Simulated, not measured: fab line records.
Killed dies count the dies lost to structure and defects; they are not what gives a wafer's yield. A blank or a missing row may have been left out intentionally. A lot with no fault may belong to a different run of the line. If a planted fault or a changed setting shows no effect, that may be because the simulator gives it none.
Problem report, 8D (eight disciplines) form, completed by code :: flow berkeleyCmos170 :: the parts of the form that need people (team, actions taken, sign-off) are left out

## 1. WHAT WENT WRONG
stripTimeToEndpointS at UCB170_BACKSIDE_STRIP_03 reads a mean of 22.59 s on 9 wafers of 3 lots; wafers without a fault read 21.97 s with a standard deviation of 0.074. Relative to the usual mean, that is a shift of +8.3 standard deviations.
The step: strips in O2.
First observed at day 11 08:59: wafer L521.1, on plasmaAsher-03. At this step, 45 wafers from 15 lots have a number in the record. By rule, "out" or "out of limits" means more than 4 standard deviations away from the usual mean. The rest of the wafers with a number are treated as sound.

## 2. WHAT THIS IS AND IS NOT
question: which readings at this step
is: stripTimeToEndpointS
is not: drypumpMotorCurrentA

question: which lots
is: L521, L522, L523
is not: L507, L508, L509, L510, L511, L512, L514, L524, L525, L527, L529, L530

question: which wafers of those lots
is: all that have a number
is not: -

question: read on which tools
is: plasmaAsher-02, plasmaAsher-03
is not: plasmaAsher-04

question: when
is: from day 11 08:59
is not: up to then (21 sound wafers); but 15 sound wafers of L524, L525, L527, L529, L530 came after

## 3. SUSPECTS, AND WHAT RULES EACH OUT
Counting: a tool stays on the suspect list if, at a process step up to the reading, it processed all lots that are out and no sound lot following the first of them.
- lithoTrack-02 at UCB170_BACKSIDE_COAT_01 (resist thk 900 nm): kept. Every lot that is out went through it, starting with L521 (day 11 08:41), and after that it ran no sound lot; the last sound lot it ran before then is L512 (day 9 15:57).
The count leaves lithoTrack-02 at UCB170_BACKSIDE_COAT_01.

## 4. THE CAUSE (what the simulator had put in)
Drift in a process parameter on lithoTrack-02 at UCB170_BACKSIDE_COAT_01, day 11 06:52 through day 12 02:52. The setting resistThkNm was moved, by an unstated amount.
Counting left only this tool.

## 5. SEQUENCE OF EFFECTS, ordered by route
Each row: a reading where the mean over the struck wafers with a number is more than 3 standard deviations away from the usual. Only readings for which the record gives a usual standard deviation are gone through. hours: the time from each lot's start at the first step in this table that gives one to its start at this step, as a median over the lots. sigmas: the change in usual standard deviations.
hours: 0
step: UCB170_BACKSIDE_STRIP_03
reading: stripTimeToEndpointS
usual: 21.97 s
on struck wafers: 22.59
change: +0.62
sigmas: +8.3
Here are the process steps it includes:
- UCB170_BACKSIDE_STRIP_03: strips in O2.
At these later measuring or inspecting steps, every struck wafer for which the step has a row has a number for every such reading, and none has moved that far: UCB170_CONTACT_CD_MEAS_15.

## 6. WHAT WOULD HAVE CAUGHT IT SOONER
2 hours passed between the start of the fault at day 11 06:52 and the first reading out of limits in this record, taken at day 11 08:59.
Tool readings at UCB170_BACKSIDE_COAT_01 with a usual standard deviation given in the record: none out on any struck wafer, hence no alarm at a limit of 4 standard deviations on them.
Among the 3 lots that are out, L523, L522 began UCB170_BACKSIDE_COAT_01 on lithoTrack-02 after day 11 08:59. A hold on the tool at that time would have spared those 2.
